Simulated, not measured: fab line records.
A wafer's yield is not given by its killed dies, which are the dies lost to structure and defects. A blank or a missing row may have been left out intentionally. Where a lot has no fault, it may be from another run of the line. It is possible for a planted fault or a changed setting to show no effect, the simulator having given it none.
A lot that was struck, set against a sound lot -- flow ritCmos -- 14 out of 202 route steps
Sound: these wafers, L885.2, L885.5, L885.6. The struck wafers were L894.4, L894.5, L894.6. The cause comes at the end.
Per side, at each step with rows, come the tool, then ch with its chambers, and then its first start. Under that, the readings that differ: sound wafers -- struck wafers -- difference of the means -- sigmas: that difference in standard deviations of wafers without a fault.
alike: same words and numbers on both sides, and readings whose means sit less than 2 such deviations apart. not compared: any withheld reading, any reading some wafer has no value for, any bound like >300 that may hide the same value, and any number with overlapping values for which the record gives no deviation.
The two part at a step that has a row with sigmas, a row that says differs or no value, or rows on one side only. When numbers do not overlap yet have no deviation, they are printed without sigmas and do not part them. Lack of a reading on every wafer of one side parts them only where that side has two or more wafers.

first, 1 step without rows for these wafers: RIT_SILICIDE_WET_ETCH_00 (etches SiO2 in BOE, target depth 14 nm, time 15 s).
RIT_SILICIDE_SPUTTER_01: material Ti, target thk 30 nm, time 240 s.
  sound on pvdSputter-01 at day 6 00:35; struck on pvdSputter-01 at day 7 20:14
  alike: throttleValvePct
RIT_SILICIDE_RS_MEAS_02: the measuring method here is four-point-probe.
  sound on filmMetro-04 at day 6 00:45; struck on filmMetro-04 at day 7 20:27
  alike: SILICIDE_TI_RS
RIT_SILICIDE_THK_MEAS_03: measures by xrf.
  sound on filmMetro-04 at day 6 00:52; struck on filmMetro-04 at day 7 20:32
  alike: SILICIDE_TI_THK
RIT_SILICIDE_RTA_04: time 10 s, ramp up 5 s, ramp down 5 s.
  sound on rtpAnneal-01 ch 0, day 6 00:56; struck on rtpAnneal-02 ch 0, day 7 20:36
  alike: annealTempCMax, wafer_temp_C_max
then, 1 step without rows for these wafers: RIT_SILICIDE_WET_ETCH_05 (etches Ti in SPM, time 120 s).
RIT_SILICIDE_RTA_06: time 10 s, ramp up 5 s, ramp down 10 s.
  sound on rtpAnneal-02 ch 0, day 6 01:02; struck on rtpAnneal-01 ch 0, day 7 20:46
  alike: annealTempCMax, wafer_temp_C_max
RIT_CONTACT_CVD_00: deposits SiO2 from TEOS, target thk 400 nm, time 61 s.
  sound on pecvd-03 ch 0,1, day 6 01:05; struck on pecvd-03 ch 0,1,2, day 7 20:49
  alike: heaterPowerW
  not compared: sinceWetCleanH
RIT_CONTACT_THK_MEAS_01:
  sound on filmMetro-03 at day 6 01:09; struck on filmMetro-03 at day 7 20:53
  alike: CONTACT_TEOS_THK
then, 3 steps without rows for these wafers: RIT_CONTACT_HMDS_02 (prime time 60 s); RIT_CONTACT_COAT_03 (resist thk 1000 nm); RIT_CONTACT_SOFTBAKE_04 (time 60 s).
RIT_CONTACT_EXPOSE_05: exposes mask M11, target cd 1000 nm.
  struck on ilineStepper-02, day 7 21:25; sound on ilineStepper-01 ch 0, day 6 01:59
  no value came back on the struck wafers for exposureDoseMJCm2, focusOffsetNm (nm); on the sound wafers exposureDoseMJCm2 reads 249.58 249.72 249.50
  alike: mask
after that, 1 step had no rows for these wafers: RIT_CONTACT_PEB_06.

## WHERE THEY PART
RIT_CONTACT_EXPOSE_05 only, going by this record.

WHY: the cause the simulator had injected
Beginning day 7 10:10, the whole step at RIT_CONTACT_EXPOSE_05 was skipped on ilineStepper-02. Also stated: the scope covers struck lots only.
